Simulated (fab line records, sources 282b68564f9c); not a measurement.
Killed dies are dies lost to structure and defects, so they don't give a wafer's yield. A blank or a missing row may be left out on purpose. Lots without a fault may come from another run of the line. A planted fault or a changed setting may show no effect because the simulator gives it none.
A sampling plan put to the test | flow rit_cmos | one fab line, 30 faults that these records tell of, each judged on the records of the lots that it struck
The plan is the line's own looks: the steps of the route at which a gauge or an inspection reads the wafer and doesn't change it. A look can be judged if struck wafers have a number there and the file gives its usual mean and standard deviation on fault-free wafers. Caught: at a look after the fault's first step, the mean of the struck wafers lies 4 or more of those standard deviations (sigma) from the usual mean. On the tool: the same test on the tool's own readings at the fault's steps. Another recipe on the struck wafers, or a record that is blank for them alone, also counts as caught.

THE FAULTS, as the simulator had put them in
1. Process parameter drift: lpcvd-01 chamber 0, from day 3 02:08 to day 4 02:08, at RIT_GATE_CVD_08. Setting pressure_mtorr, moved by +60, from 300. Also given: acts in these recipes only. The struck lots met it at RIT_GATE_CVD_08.
2. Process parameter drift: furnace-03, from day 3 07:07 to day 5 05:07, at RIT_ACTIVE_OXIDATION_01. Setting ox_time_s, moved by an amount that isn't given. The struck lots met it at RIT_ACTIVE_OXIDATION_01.
3. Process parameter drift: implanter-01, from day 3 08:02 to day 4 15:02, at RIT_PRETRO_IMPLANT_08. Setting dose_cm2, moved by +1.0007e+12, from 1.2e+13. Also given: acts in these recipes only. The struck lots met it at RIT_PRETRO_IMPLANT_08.
4. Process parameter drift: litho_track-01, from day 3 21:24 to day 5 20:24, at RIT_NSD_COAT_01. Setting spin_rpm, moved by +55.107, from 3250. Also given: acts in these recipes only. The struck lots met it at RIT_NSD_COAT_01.
5. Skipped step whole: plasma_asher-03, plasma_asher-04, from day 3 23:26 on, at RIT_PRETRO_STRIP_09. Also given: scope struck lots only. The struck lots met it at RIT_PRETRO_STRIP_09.
6. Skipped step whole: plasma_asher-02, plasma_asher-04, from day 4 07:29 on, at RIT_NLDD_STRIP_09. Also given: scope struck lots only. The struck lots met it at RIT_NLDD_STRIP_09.
7. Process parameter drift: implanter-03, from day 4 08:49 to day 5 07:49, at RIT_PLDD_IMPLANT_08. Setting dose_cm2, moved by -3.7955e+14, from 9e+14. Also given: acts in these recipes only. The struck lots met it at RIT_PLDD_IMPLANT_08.
8. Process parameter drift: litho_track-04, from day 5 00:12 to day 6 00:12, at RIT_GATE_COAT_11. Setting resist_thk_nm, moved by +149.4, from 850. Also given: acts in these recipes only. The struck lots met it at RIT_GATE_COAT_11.
9. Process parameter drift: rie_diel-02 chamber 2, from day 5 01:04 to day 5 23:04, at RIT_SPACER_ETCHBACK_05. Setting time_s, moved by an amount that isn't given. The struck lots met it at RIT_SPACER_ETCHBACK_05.
10. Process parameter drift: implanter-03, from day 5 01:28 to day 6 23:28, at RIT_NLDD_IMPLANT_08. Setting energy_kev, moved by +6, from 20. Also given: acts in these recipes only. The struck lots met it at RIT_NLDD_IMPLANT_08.
11. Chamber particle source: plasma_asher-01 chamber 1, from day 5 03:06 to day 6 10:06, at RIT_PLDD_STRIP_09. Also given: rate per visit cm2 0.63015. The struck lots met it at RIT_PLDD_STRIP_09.
12. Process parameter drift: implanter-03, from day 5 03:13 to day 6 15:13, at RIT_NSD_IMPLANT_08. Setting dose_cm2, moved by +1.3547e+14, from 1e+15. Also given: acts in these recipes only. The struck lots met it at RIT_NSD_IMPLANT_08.
13. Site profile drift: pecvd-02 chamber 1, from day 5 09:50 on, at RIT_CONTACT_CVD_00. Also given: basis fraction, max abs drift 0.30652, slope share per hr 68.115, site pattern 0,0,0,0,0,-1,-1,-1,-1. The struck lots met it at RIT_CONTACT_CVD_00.
14. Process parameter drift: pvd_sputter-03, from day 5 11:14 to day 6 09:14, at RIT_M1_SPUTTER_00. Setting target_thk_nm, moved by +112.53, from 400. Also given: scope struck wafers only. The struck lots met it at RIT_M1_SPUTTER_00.
15. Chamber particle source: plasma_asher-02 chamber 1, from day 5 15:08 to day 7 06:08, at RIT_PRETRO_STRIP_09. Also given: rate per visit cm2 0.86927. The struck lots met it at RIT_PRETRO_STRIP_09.
16. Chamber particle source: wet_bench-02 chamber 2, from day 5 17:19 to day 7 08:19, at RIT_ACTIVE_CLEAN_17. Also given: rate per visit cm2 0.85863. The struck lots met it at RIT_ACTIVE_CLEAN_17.
17. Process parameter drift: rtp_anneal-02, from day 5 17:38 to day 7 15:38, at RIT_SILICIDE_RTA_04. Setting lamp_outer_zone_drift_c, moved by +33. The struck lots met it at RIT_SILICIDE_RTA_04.
18. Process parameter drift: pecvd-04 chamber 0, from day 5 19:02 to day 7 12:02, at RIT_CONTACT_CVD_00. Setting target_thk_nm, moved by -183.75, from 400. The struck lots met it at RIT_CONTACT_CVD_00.
19. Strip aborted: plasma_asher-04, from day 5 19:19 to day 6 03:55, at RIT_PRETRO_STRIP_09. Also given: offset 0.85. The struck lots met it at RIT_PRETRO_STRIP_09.
20. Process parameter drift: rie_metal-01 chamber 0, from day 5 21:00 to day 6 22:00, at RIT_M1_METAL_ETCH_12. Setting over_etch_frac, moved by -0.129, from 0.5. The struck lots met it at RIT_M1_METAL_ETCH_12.
21. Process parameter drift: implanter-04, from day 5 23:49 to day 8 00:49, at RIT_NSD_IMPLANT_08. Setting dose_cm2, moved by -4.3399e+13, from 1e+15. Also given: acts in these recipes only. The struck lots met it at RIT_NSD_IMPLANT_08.
22. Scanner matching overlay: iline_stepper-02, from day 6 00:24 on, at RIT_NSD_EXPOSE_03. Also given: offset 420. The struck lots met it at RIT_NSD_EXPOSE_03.
23. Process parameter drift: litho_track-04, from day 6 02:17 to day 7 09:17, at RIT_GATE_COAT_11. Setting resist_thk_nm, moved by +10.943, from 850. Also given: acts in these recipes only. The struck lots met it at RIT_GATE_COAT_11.
24. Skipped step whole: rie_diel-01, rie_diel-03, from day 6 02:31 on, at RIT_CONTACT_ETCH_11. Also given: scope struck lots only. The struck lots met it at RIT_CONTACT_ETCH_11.
25. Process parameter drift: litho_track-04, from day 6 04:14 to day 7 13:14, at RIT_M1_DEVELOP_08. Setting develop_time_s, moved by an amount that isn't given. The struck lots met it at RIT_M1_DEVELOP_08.
26. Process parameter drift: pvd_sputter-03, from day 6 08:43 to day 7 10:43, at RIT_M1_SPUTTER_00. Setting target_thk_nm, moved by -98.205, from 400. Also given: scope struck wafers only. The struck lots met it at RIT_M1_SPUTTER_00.
27. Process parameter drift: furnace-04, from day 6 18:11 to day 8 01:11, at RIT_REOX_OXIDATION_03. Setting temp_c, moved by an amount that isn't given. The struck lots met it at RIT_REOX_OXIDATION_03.
28. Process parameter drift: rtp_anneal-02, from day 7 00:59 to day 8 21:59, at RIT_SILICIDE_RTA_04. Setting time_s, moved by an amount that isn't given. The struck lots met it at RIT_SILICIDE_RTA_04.
29. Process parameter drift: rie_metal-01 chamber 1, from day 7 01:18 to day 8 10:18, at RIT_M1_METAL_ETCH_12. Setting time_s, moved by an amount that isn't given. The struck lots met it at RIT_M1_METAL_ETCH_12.
30. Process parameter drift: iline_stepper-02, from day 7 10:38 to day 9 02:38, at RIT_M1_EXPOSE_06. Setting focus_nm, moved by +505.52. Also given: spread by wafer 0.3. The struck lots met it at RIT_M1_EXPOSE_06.

WHAT THE PLAN SAW
fault | on the tool itself                               | first look that catches it                      | reading, sigma                              | median hours from its first step to that look | hours from the fault's start to the first struck lot there | judged looks passed uncaught
1     | pressure_mtorr +94 sigma                         | RIT_GATE_THK_MEAS_09                            | GATE_POLY_THK +9.3                          | 1.6                                           | 13                                                         | 0
2     | under 2 sigma                                    | RIT_ACTIVE_THK_MEAS_02                          | ACTIVE_OXIDE_THK +5.5                       | 1.9                                           | 7                                                          | 0
3     | dose_ions_cm2 +77 sigma                          | RIT_PRETRO_TW_MEAS_10                           | PRETRO_TW +4.5                              | 0.3                                           | 7                                                          | 0
4     | spin_speed_rpm +30 sigma                         | not the one look that can be judged after it    | -                                           | -                                             | -                                                          | 1
5     | the tool's record is blank for the struck wafers | no look after it can be judged                  | -                                           | -                                             | -                                                          | 0
6     | the tool's record is blank for the struck wafers | RIT_PLDD_TW_MEAS_10                             | PLDD_TW -99 or beyond                       | 1.7                                           | 4                                                          | 0
7     | dose_ions_cm2 -99 or beyond sigma                | RIT_PLDD_TW_MEAS_10                             | PLDD_TW -15                                 | 0.3                                           | 3                                                          | 0
8     | no reading that can be judged                    | RIT_GATE_CD_MEAS_16                             | cd_nm +7.7                                  | 0.8                                           | 4                                                          | 0
9     | run_length_s +99 or beyond sigma                 | none of the 7 looks that can be judged after it | -                                           | -                                             | -                                                          | 7
10    | beam_energy_keV +99 or beyond sigma              | RIT_NLDD_TW_MEAS_10                             | NLDD_TW +10                                 | 0.3                                           | 2                                                          | 0
11    | under 2 sigma                                    | no look after it can be judged                  | -                                           | -                                             | -                                                          | 0
12    | dose_ions_cm2 +99 or beyond sigma                | RIT_SDANNEAL_RS_MEAS_05                         | NSD_RS -28                                  | 2.4                                           | 8                                                          | 1
13    | under 2 sigma                                    | RIT_CONTACT_THK_MEAS_01                         | CONTACT_TEOS_THK -10                        | 0.0                                           | 8                                                          | 0
14    | under 2 sigma                                    | RIT_M1_RS_MEAS_01                               | M1_AL_RS -31                                | 0.3                                           | 8                                                          | 0
15    | under 2 sigma                                    | not the one look that can be judged after it    | -                                           | -                                             | -                                                          | 1
16    | under 2 sigma                                    | none of the 2 looks that can be judged after it | -                                           | -                                             | -                                                          | 2
17    | under 2 sigma                                    | none of the 8 looks that can be judged after it | -                                           | -                                             | -                                                          | 8
18    | under 2 sigma                                    | RIT_CONTACT_THK_MEAS_01                         | CONTACT_TEOS_THK -36                        | 0.0                                           | 22                                                         | 0
19    | run_length_s -99 or beyond sigma                 | no look after it can be judged                  | -                                           | -                                             | -                                                          | 0
20    | only faintly: oes_product_au +2.6 sigma          | no look after it can be judged                  | -                                           | -                                             | -                                                          | 0
21    | dose_ions_cm2 -43 sigma                          | RIT_SDANNEAL_RS_MEAS_05                         | NSD_RS +10                                  | 2.5                                           | 6                                                          | 0
22    | under 2 sigma                                    | RIT_NSD_OVL_MEAS_06                             | NSD_OVL +99 or beyond                       | 0.4                                           | 3                                                          | 0
23    | under 2 sigma                                    | none of the 2 looks that can be judged after it | -                                           | -                                             | -                                                          | 2
24    | the tool's record is blank for the struck wafers | no look after it can be judged                  | -                                           | -                                             | -                                                          | 0
25    | no reading that can be judged                    | RIT_M1_CD_MEAS_09                               | cd_nm +26                                   | 0.6                                           | 6                                                          | 0
26    | under 2 sigma                                    | RIT_M1_RS_MEAS_01                               | M1_AL_RS +47                                | 0.3                                           | 7                                                          | 0
27    | tube_center_temp_C +99 or beyond sigma           | RIT_REOX_THK_MEAS_04                            | REOX_OXIDE_THK +10                          | 2.6                                           | 5                                                          | 0
28    | under 2 sigma                                    | none of the 8 looks that can be judged after it | -                                           | -                                             | -                                                          | 8
29    | run_length_s -99 or beyond sigma                 | not the one look that can be judged after it    | strongest: cd_nm at RIT_M1_CD_MEAS_90, +3.5 | -                                             | -                                                          | 1
30    | exposure_dose_mJ_cm2 -8.7 sigma                  | RIT_M1_CD_MEAS_09                               | cd_nm -8.3                                  | 0.4                                           | 6                                                          | 0
A dash: the fault isn't caught, or these records don't give the number.

Caught at a look: 17 of 30. Caught on the tool: 15 of 30. By one or the other: 23 of 30.
Caught on the tool alone: faults 4, 5, 9, 19, 24, 29.
Caught at a look alone: faults 2, 8, 13, 14, 18, 22, 25, 26.
Caught by neither: faults 11, 15, 16, 17, 20, 23, 28.

THINNER SAMPLING
If the look that catches a fault measured only every second or every third lot, by lot number, the first struck lot would be measured this late in the worst case:
fault | struck lots at that look, in order of time | every lot | every second lot | every third lot
1     | L663                                       | 13 h      | may miss it      | may miss it
2     | L834, L841                                 | 7 h       | 43 h             | may miss all 2
3     | L469, L471, L472                           | 7 h       | 21 h             | may miss all 3
6     | L330, L331                                 | 4 h       | 7 h              | may miss all 2
7     | L674, L677                                 | 3 h       | 17 h             | may miss all 2
8     | L356, L357, L358                           | 4 h       | 9 h              | 12 h
10    | L515, L516                                 | 2 h       | 8 h              | may miss all 2
12    | L829, L832, L834                           | 8 h       | 22 h             | may miss all 3
13    | L831, L834                                 | 8 h       | 21 h             | may miss all 2
14    | L436, L438                                 | 8 h       | may miss all 2   | may miss all 2
18    | L270                                       | 22 h      | may miss it      | may miss it
21    | L234, L238                                 | 6 h       | may miss all 2   | may miss all 2
22    | L674, L676, L677, L678                     | 3 h       | 25 h             | 30 h
25    | L994, L997                                 | 6 h       | 29 h             | may miss all 2
26    | L391, L393                                 | 7 h       | may miss all 2   | may miss all 2
27    | L330, L331                                 | 5 h       | 9 h              | may miss all 2
30    | L866                                       | 6 h       | may miss it      | may miss it
Hours are from the fault's start to the first struck lot that is measured. The limit of 4 sigma was tested on all struck wafers together, so one lot alone may lie under it. Other struck lots may not be in these records.

THE LONGEST TIMED WAY FROM STEP TO LOOK
Fault 27: a median of 2.6 hours passes between RIT_REOX_OXIDATION_03 and RIT_REOX_THK_MEAS_04. No look between them can be judged.
